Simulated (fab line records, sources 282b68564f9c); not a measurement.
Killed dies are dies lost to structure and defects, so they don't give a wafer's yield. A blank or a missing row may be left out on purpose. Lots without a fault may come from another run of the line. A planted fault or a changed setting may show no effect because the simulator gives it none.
A struck lot beside a sound one | flow rit_cmos | 15 steps out of a route of 202
Sound: wafers L886.1, L886.2, L886.6. Struck: wafers L889.2, L889.5, L889.6. The cause comes at the end.
At each step with rows: each side's tool, then ch and its chambers, then its first start. Under that, the readings that differ: sound wafers | struck wafers | difference of the means | sigmas: that difference in standard deviations of wafers without a fault.
alike: readings whose means differ by less than 2 such deviations, and words and numbers that are the same on both sides. not compared: withheld readings, readings that some wafer has no value for, bounds like >300 that may hide the same value, and numbers for which the record gives no deviation and whose values overlap.
The two part at a step that has a row with sigmas, a row that says differs or no value, or rows on one side only. Numbers that don't overlap but have no deviation are shown without sigmas and don't part them. A reading that every wafer of one side lacks parts them only if that side has two wafers or more.

first, 1 step without rows for these wafers: RIT_NSD_IMPLANT_08.
RIT_NSD_STRIP_09: strips in O2, time 180 s.
  sound on plasma_asher-02 ch 0,1, day 3 18:42; struck on plasma_asher-01 ch 0,1, day 4 13:41
  alike: chamber_pressure_mTorr, drypump_motor_current_A
  not compared: rf_hours_counter_h
RIT_NSD_TW_MEAS_10:
  sound on film_metro-03, day 3 18:53; struck on film_metro-03, day 4 13:52
  alike: NSD_TW
then, 6 steps without rows for these wafers: RIT_PSD_HMDS_00 (prime time 60 s); RIT_PSD_COAT_01 (resist thk 1000 nm); RIT_PSD_SOFTBAKE_02 (time 60 s); RIT_PSD_EXPOSE_03 (exposes mask M10, target cd 40900 nm); RIT_PSD_PEB_04; RIT_PSD_DEVELOP_05 (develop time 50 s).
RIT_PSD_OVL_MEAS_06:
  sound on overlay-01, day 3 20:07; struck on overlay-01, day 4 15:02
  alike: PSD_OVL
then, 2 steps without rows for these wafers: RIT_PSD_HARDBAKE_07 (time 60 s); RIT_PSD_IMPLANT_08.
RIT_PSD_STRIP_09: strips in O2, time 180 s.
  sound on plasma_asher-04 ch 0,1, day 3 20:27; struck on plasma_asher-04 ch 0,1, day 4 15:22
  no value came back on the struck wafers for chamber_pressure_mTorr (mTorr), drypump_motor_current_A (A); on the sound wafers chamber_pressure_mTorr (mTorr) reads 4006 4002 4001
  reading                                  | sound | struck            | difference | sigmas
  model.NOVOLAK_of_PSD_COAT_01.thk_nm (nm) | 0 0 0 | 885.4 884.8 885.9 | +885.4     |
  not compared: rf_hours_counter_h
RIT_PSD_TW_MEAS_10:
  sound on film_metro-04, day 3 20:37; struck on film_metro-03, day 4 15:33
  reading | sound          | struck         | difference | sigmas
  PSD_TW  | 3363 3368 3359 | 3413 3403 3400 | +42        | +2
RIT_M1_PROBE_99:
  sound on prober-01, day 4 05:54; struck on prober-02, day 4 23:39
  reading             | sound | struck      | difference | sigmas
  killed_at_front_end | 6 5 4 | 264 264 264 | +259       | +92
  killed_dies         | 6 5 4 | 264 264 264 | +259       | +89
  killed_on_rim       | 0 1 1 | 70 70 70    | +69        | +50
  alike: killed_at_M0_to_M3, killed_open, killed_short

WHERE THEY PART
First at RIT_PSD_STRIP_09; last, within this record, at RIT_M1_PROBE_99.

WHY: what the simulator had put in
Skipped step whole: plasma_asher-04, from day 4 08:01 on, at RIT_PSD_STRIP_09. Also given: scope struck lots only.
